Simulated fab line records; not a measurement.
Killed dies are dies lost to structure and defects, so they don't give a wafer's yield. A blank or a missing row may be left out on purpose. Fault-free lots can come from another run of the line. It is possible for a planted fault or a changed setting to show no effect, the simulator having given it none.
One fault through the eyes of 2 desks	flow berkeley_cmos170	what lay behind the numbers comes last; until then each desk has only its own

== METROLOGY DESK ==
Lot by lot, what the gauges showed, no matter which tool ran the lot: averages of those sampled wafers that carry a number. The brackets show how far a lot's mean lies from the usual mean; more than 4 standard deviations puts the lot out of limits, marked OUT.
Columns: A = PWELL_TW at UCB170_PWELL_TW_MEAS_17, usual 378; B = cd_nm at UCB170_GATE_CD_MEAS_90, usual 350.8 nm; C = SILICIDE_TI_THK at UCB170_SILICIDE_THK_MEAS_03, usual 29.6 nm
lot	first seen here	A	B	C
L541	day 3 09:26	369	353.1	29.4
L543	day 3 20:32	371	351.2	29.6
L542	day 3 20:44	383	350.9	29.5
L544	day 4 05:53	376	351.6	29.8
L548	day 5 02:41	383	352.1	29.3
L550	day 5 10:50	384	351.5	29.8
L551	day 5 11:52	374	350.3	29.3
L552	day 5 12:03	363	349.0	29.6
L553	day 6 05:07	352 (-5.0) OUT	352.3	30.2
L558	day 6 18:14	375	348.9	29.8
L559	day 7 08:04	382	349.7	29.2
L561	day 7 17:05	373	352.3	30.2
L563	day 7 22:35	376	350.3	29.5
L562	day 7 23:08	374	353.2	29.6
This desk's finding: out of limits on L553; first on L553, day 6 05:07 (PWELL_TW at UCB170_PWELL_TW_MEAS_17). L541, L543, L542, L544, L548, L550, L551, L552, L558, L559, L561, L563, L562 stayed within limits.

== TOOL OWNER'S DESK, implanter-03 ==
UCB170_PWELL_IMPLANT_15, tool's own readings: per-lot mean of the sampled wafers with a number, covering each lot this tool ran. The brackets show how far a lot's mean lies from the usual mean; more than 4 standard deviations puts the lot out of limits, marked OUT.
Columns: A = beam_energy_keV at UCB170_PWELL_IMPLANT_15, usual 60.000
lot	first seen here	A
L541	day 3 09:11	60.014
L548	day 5 02:19	60.000
L552	day 5 11:51	42.000 (-99 or more) OUT
L553	day 6 04:53	41.999 (-99 or more) OUT
Finding of this desk: L552, L553 out of limits; the first was L552 at day 5 11:51, on beam_energy_keV at UCB170_PWELL_IMPLANT_15. L541, L548 stayed within limits.

== ALL TOGETHER ==
On L552, L553, at day 5 11:51, an alarm was possible from the tool owner's desk.
L553 would have let the metrology desk raise an alarm at day 6 05:07.
The metrology desk holds a record of L552, inside its limits.
All the named lots went through UCB170_PWELL_IMPLANT_15 on implanter-03.

== WHAT THE SIMULATOR PUT IN ==
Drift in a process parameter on implanter-03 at UCB170_PWELL_IMPLANT_15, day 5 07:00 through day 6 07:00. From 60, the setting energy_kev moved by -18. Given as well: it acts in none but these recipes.
Lots struck among those shown: L552, L553.
Time in hours from fault onset to the first out-of-limits reading at each desk: tool owner's desk 5, metrology desk 22.
